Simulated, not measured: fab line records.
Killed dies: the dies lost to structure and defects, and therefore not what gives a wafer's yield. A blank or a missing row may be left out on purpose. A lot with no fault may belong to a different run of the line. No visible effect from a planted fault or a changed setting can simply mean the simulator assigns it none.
8D (eight disciplines) problem report, filled in by code || flow berkeley-cmos170 || the parts of the form that need people (team, actions taken, sign-off) are left out

## 1. THE PROBLEM
Mean of cd-nm at UCB170_M2_CD_MEAS_90: 721.5 nm across 4 wafers in 2 lots; on wafers with no fault it is 700.4 nm (standard deviation 3). That puts it +7.0 standard deviations away from the usual mean.
The step: target cd 700 nm.
Earliest sighting: wafer L286.1 on cd-sem-01 at day 10 02:20. At this step, 39 wafers from 13 lots have a number in the record. By rule, "out" or "out of limits" means more than 4 standard deviations away from the usual mean. All remaining wafers that have a number are taken as sound.

## 2. WHAT IT IS AND WHAT IT IS NOT
{"question": "which readings at this step", "is": "cd-nm", "is not": "-"}
{"question": "which lots", "is": "L286, L292", "is not": "L280, L281, L282, L284, L285, L296, L297, L299, L300, L302, L303"}
{"question": "which wafers of those lots", "is": "L286.1, L286.4, L292.4, L292.6", "is not": "L286.2, L292.2"}
{"question": "read on which gauges", "is": "cd-sem-01", "is not": "cd-sem-02"}
{"question": "when", "is": "from day 10 02:20", "is not": "up to then (16 sound wafers); but 19 sound wafers of L292, L296, L297, L299, L300, L302, L303 came after"}

## 3. THE SUSPECTS, EACH WITH WHAT RULES IT OUT
Counting: any tool at a process step up to the reading remains a suspect provided it ran every lot that is out. Sound lots after the first of them don't rule it out here, since some wafers of a struck lot are sound.
- the gauge at UCB170_M2_CD_MEAS_90 has been ruled out. All the wafers that are out were read on cd-sem-01, but those of them that UCB170_M2_METAL_ETCH_18 has rows for are out there too, on other tools.
- rie-metal-03 at UCB170_M2_METAL_ETCH_18 (etches Al in Cl2/BCl3, stops on SiO2, target depth 1170 nm, time 195 s): kept. It ran every lot that is out, first L286 (day 10 02:04); its last sound lot up to then is L285 (day 9 12:31). Out on those wafers are its own readings of oes-product-au.
- plasma-asher-02 at UCB170_M2_STRIP_19 (strips in O2): kept. It ran every lot that is out, first L286 (day 10 02:14); its last sound lot up to then is L281 (day 8 20:33). Out on those wafers are its own readings of oes-product-au.
- The sound lot-mates ran in chamber 1 of rie-metal-03 at UCB170_M2_METAL_ETCH_18, but the wafers that are out ran in chamber 0.
What counting leaves: rie-metal-03 at UCB170_M2_METAL_ETCH_18 and plasma-asher-02 at UCB170_M2_STRIP_19.

## 4. THE CAUSE (what the simulator had put in)
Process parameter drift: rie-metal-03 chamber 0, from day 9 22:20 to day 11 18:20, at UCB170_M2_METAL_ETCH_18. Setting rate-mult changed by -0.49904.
2 suspects survive the count, and this tool is in that group.

## 5. THE EFFECT CHAIN, in route order
Each row: a reading where the mean over the struck wafers with a number is more than 3 standard deviations away from the usual. Only readings whose record carries a usual standard deviation are examined. hours: median over the lots of the time between each lot's start at the first step of this table that gives one and its start at this step. sigmas: the change, counted in usual standard deviations.
{"hours": 0, "step": "UCB170_M2_METAL_ETCH_18", "reading": "oes-product-au", "usual": "0.858 a.u.", "on struck wafers": 0.673, "change": -0.185, "sigmas": -17}
{"hours": 0, "step": "UCB170_M2_STRIP_19", "reading": "oes-product-au", "usual": "0.553 a.u.", "on struck wafers": 0.722, "change": "+0.169", "sigmas": "+8.0"}
{"hours": 0, "step": "UCB170_M2_CD_MEAS_90", "reading": "cd-nm", "usual": "700.4 nm", "on struck wafers": 721.5, "change": "+21.1", "sigmas": "+7.0"}
{"hours": 7, "step": "UCB170_M3_PROBE_99", "reading": "defect-limited-yield", "usual": "98.8 %", "on struck wafers": 0.0, "change": -98.8, "sigmas": "-99 or more"}
{"hours": 7, "step": "UCB170_M3_PROBE_99", "reading": "killed_at_M0_to_M3", "usual": 0.9, "on struck wafers": 260.5, "change": "+259.6", "sigmas": "+99 or more"}
{"hours": 7, "step": "UCB170_M3_PROBE_99", "reading": "killed-dies", "usual": 3.3, "on struck wafers": 264.0, "change": "+260.7", "sigmas": "+99 or more"}
{"hours": 7, "step": "UCB170_M3_PROBE_99", "reading": "killed-on-rim", "usual": 0.9, "on struck wafers": 70.0, "change": "+69.1", "sigmas": "+74"}
{"hours": 7, "step": "UCB170_M3_PROBE_99", "reading": "sort_bin_5_function", "usual": "0.7 %", "on struck wafers": 99.7, "change": "+99.0", "sigmas": "+99 or more"}
{"hours": 7, "step": "UCB170_M3_PROBE_99", "reading": "sort-n-pass", "usual": 260.7, "on struck wafers": 0.0, "change": -260.7, "sigmas": "-99 or more"}
{"hours": 7, "step": "UCB170_M3_PROBE_99", "reading": "sort-yield-pct", "usual": "98.8 %", "on struck wafers": 0.0, "change": -98.8, "sigmas": "-99 or more"}
Here are the process steps it includes:
- UCB170_M2_METAL_ETCH_18: etches Al in Cl2/BCl3, stops on SiO2, target depth 1170 nm, time 195 s.
- UCB170_M2_STRIP_19: strips in O2.
- UCB170_M3_PROBE_99

## 6. WHAT WOULD HAVE CAUGHT IT SOONER
Counted from the fault's start at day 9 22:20, it took 4 hours until the first out-of-limits reading at a measuring or inspecting step in this record, taken at day 10 02:20.
The tool's own readings at UCB170_M2_METAL_ETCH_18 were out on every struck wafer that the step has a row for (oes-product-au): an alarm limit on them would have fired on the first of those.
Of the lots that are out (2), L292 began UCB170_M2_METAL_ETCH_18 on rie-metal-03 after day 10 02:20. A hold on the tool at that time would have spared it.
